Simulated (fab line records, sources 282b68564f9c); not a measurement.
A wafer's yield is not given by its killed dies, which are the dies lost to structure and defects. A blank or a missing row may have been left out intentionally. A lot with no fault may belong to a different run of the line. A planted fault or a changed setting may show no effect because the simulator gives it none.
Split-lot experiment / flow rit-cmos / 5 lots, 27 wafers read, on a route of 202 steps

== ABOUT THE SPLIT ==
At RIT_SPACER_ETCHBACK_05 (etches Si3N4 in SF6/CHF3, stops on SiO2, target depth 250 nm, time 240 s), the setting time-s was moved away from the recipe's 240 s on 9 of the 27 wafers read, by -58.4% to +35.0%. For the rest of the wafers, this setting stayed at what the recipe calls for.

The split's own step is where the reading is taken.

== THE READING ==
oes-product-au, in a.u., at RIT_SPACER_ETCHBACK_05 (etches Si3N4 in SF6/CHF3, stops on SiO2, target depth 250 nm, time 240 s). Fault-free wafers of this fab line usually give 0.855 a.u., standard deviation 0.011 a.u.

wafer=L075.1; tool, chamber at the split=rie-diel-02, 2; time-s as run, s=148.7; against the recipe=-38.0%; oes-product-au, a.u.=1.002; against lot-mates on the recipe=+0.156
wafer=L075.2; tool, chamber at the split=rie-diel-02, 1; time-s as run, s=240; against the recipe=recipe; oes-product-au, a.u.=0.855; against lot-mates on the recipe=-
wafer=L075.3; tool, chamber at the split=rie-diel-02, 0; time-s as run, s=240; against the recipe=recipe; oes-product-au, a.u.=0.846; against lot-mates on the recipe=-
wafer=L075.4; tool, chamber at the split=rie-diel-02, 1; time-s as run, s=148.7; against the recipe=-38.0%; oes-product-au, a.u.=1.017; against lot-mates on the recipe=+0.171
wafer=L075.5; tool, chamber at the split=rie-diel-02, 0; time-s as run, s=148.7; against the recipe=-38.0%; oes-product-au, a.u.=0.978; against lot-mates on the recipe=+0.132
wafer=L075.6; tool, chamber at the split=rie-diel-02, 2; time-s as run, s=240; against the recipe=recipe; oes-product-au, a.u.=0.837; against lot-mates on the recipe=-
wafer=L080.1; tool, chamber at the split=rie-diel-03, 3; time-s as run, s=240; against the recipe=recipe; oes-product-au, a.u.=0.852; against lot-mates on the recipe=-
wafer=L080.2; tool, chamber at the split=rie-diel-03, 2; time-s as run, s=240; against the recipe=recipe; oes-product-au, a.u.=0.864; against lot-mates on the recipe=-
wafer=L080.3; tool, chamber at the split=rie-diel-03, 1; time-s as run, s=240; against the recipe=recipe; oes-product-au, a.u.=0.861; against lot-mates on the recipe=-
wafer=L080.4; tool, chamber at the split=rie-diel-03, 0; time-s as run, s=240; against the recipe=recipe; oes-product-au, a.u.=0.864; against lot-mates on the recipe=-
wafer=L080.5; tool, chamber at the split=rie-diel-03, 1; time-s as run, s=240; against the recipe=recipe; oes-product-au, a.u.=0.861; against lot-mates on the recipe=-
wafer=L080.6; tool, chamber at the split=rie-diel-03, 2; time-s as run, s=240; against the recipe=recipe; oes-product-au, a.u.=0.862; against lot-mates on the recipe=-
wafer=L082.1; tool, chamber at the split=rie-diel-02, 2; time-s as run, s=240; against the recipe=recipe; oes-product-au, a.u.=0.833; against lot-mates on the recipe=-
wafer=L082.2; tool, chamber at the split=rie-diel-02, 1; time-s as run, s=240; against the recipe=recipe; oes-product-au, a.u.=0.845; against lot-mates on the recipe=-
wafer=L082.3; tool, chamber at the split=rie-diel-02, 0; time-s as run, s=323.9; against the recipe=+35.0%; oes-product-au, a.u.=0.817; against lot-mates on the recipe=-0.020
wafer=L082.4; tool, chamber at the split=rie-diel-02, 1; time-s as run, s=323.9; against the recipe=+35.0%; oes-product-au, a.u.=0.819; against lot-mates on the recipe=-0.018
wafer=L082.5; tool, chamber at the split=rie-diel-02, 2; time-s as run, s=323.9; against the recipe=+35.0%; oes-product-au, a.u.=0.813; against lot-mates on the recipe=-0.024
wafer=L082.6; tool, chamber at the split=rie-diel-02, 0; time-s as run, s=240; against the recipe=recipe; oes-product-au, a.u.=0.834; against lot-mates on the recipe=-
wafer=L083.1; tool, chamber at the split=rie-diel-03, 1; time-s as run, s=240; against the recipe=recipe; oes-product-au, a.u.=0.851; against lot-mates on the recipe=-
wafer=L083.2; tool, chamber at the split=rie-diel-03, 2; time-s as run, s=99.89; against the recipe=-58.4%; oes-product-au, a.u.=1.010; against lot-mates on the recipe=+0.162
wafer=L083.3; tool, chamber at the split=rie-diel-03, 3; time-s as run, s=240; against the recipe=recipe; oes-product-au, a.u.=0.842; against lot-mates on the recipe=-
wafer=L083.4; tool, chamber at the split=rie-diel-03, 0; time-s as run, s=99.89; against the recipe=-58.4%; oes-product-au, a.u.=1.029; against lot-mates on the recipe=+0.181
wafer=L083.5; tool, chamber at the split=rie-diel-03, 0; time-s as run, s=99.89; against the recipe=-58.4%; oes-product-au, a.u.=1.036; against lot-mates on the recipe=+0.188
wafer=L083.6; tool, chamber at the split=rie-diel-03, 3; time-s as run, s=240; against the recipe=recipe; oes-product-au, a.u.=0.851; against lot-mates on the recipe=-
wafer=L085.2; tool, chamber at the split=rie-diel-01, 0; time-s as run, s=240; against the recipe=recipe; oes-product-au, a.u.=0.852; against lot-mates on the recipe=-
wafer=L085.3; tool, chamber at the split=rie-diel-01, 2; time-s as run, s=240; against the recipe=recipe; oes-product-au, a.u.=0.862; against lot-mates on the recipe=-
wafer=L085.5; tool, chamber at the split=rie-diel-01, 0; time-s as run, s=240; against the recipe=recipe; oes-product-au, a.u.=0.861; against lot-mates on the recipe=-

FIT RESULTS
A straight line over all 27 wafers: oes-product-au changes by -0.00265 a.u. for each +1% of time-s; r = -0.94; the points scatter about the line by 0.025 a.u.
The same after taking each lot's own level away (the mean of its wafers on the recipe; 27 wafers): -0.00261 a.u. for each +1%; r = -0.93; scatter 0.028 a.u.
That fit puts the effect of the largest move of time-s on the reading at 0.15 a.u.
From 0.8373 to 0.8607 a.u.: that is the span of the lots' own levels, equal to 2.1 times the standard deviation above.
The two slopes agree, so the slope changes little with the lot-to-lot level.
Check: with one of the wafers moved furthest among these (-58.4%) left out of the fit, the line predicts +0.171 a.u. for it against its lot-mates. Against them it came out at +0.162 a.u.
Tool readings at the split's step, against how far the setting was moved: oes-product-au r = -0.94.

== OTHER SPLITS ON THESE WAFERS ==
Other splits were also applied to these wafers ahead of the reading. Each is held against what the fit with the lots' levels taken away leaves over:
other split on the same wafers=RIT_ACTIVE_DEVELOP_10 develop-time-s; wafers away from the commonest value=12; r with oes-product-au (lot level and that fit taken away)=+0.07
other split on the same wafers=RIT_GATE_ETCH_19 time-s; wafers away from the commonest value=12; r with oes-product-au (lot level and that fit taken away)=+0.08

== THE WHOLE CHAIN: every reading that the file lists as answering this split, in the file's order ==
step=RIT_SPACER_ETCHBACK_05; what it does=etches Si3N4 in SF6/CHF3, stops on SiO2, target depth 250 nm, time 240 s; reading=oes-product-au; change (the file's fit)=-0.00278 a.u. for each +1% of the setting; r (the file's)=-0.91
step=RIT_SPACER_ETCHBACK_05; what it does=etches Si3N4 in SF6/CHF3, stops on SiO2, target depth 250 nm, time 240 s; reading=etch.depth-nm (the simulator's own value, which no gauge read); change (the file's fit)=not straight: 132.1 at the lowest setting, 250.4 at the recipe, 248.8 at the highest; r (the file's)=not given
step=RIT_SPACER_ETCHBACK_05; what it does=etches Si3N4 in SF6/CHF3, stops on SiO2, target depth 250 nm, time 240 s; reading=poly-Si_of_GATE_CVD_08.thk-nm (the simulator's own value, which no gauge read); change (the file's fit)=-0.633 nm for each +1% of the setting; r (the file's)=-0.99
step=RIT_SPACER_ETCHBACK_05; what it does=etches Si3N4 in SF6/CHF3, stops on SiO2, target depth 250 nm, time 240 s; reading=Si3N4_of_SPACER_CVD_03.thk-nm (the simulator's own value, which no gauge read); change (the file's fit)=-0.525 nm for each +1% of the setting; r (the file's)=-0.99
step=RIT_SDANNEAL_CLEAN_00; what it does=cleans in SC1, time 600 s; reading=SiO2_of_FOX2_OXIDATION_00.thk-nm (the simulator's own value, which no gauge read); change (the file's fit)=-0.427 nm for each +1% of the setting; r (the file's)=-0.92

== THE FILE'S OWN FIT ==
oes-product-au changes by -0.00278 a.u. for each +1% of time-s, r = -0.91.
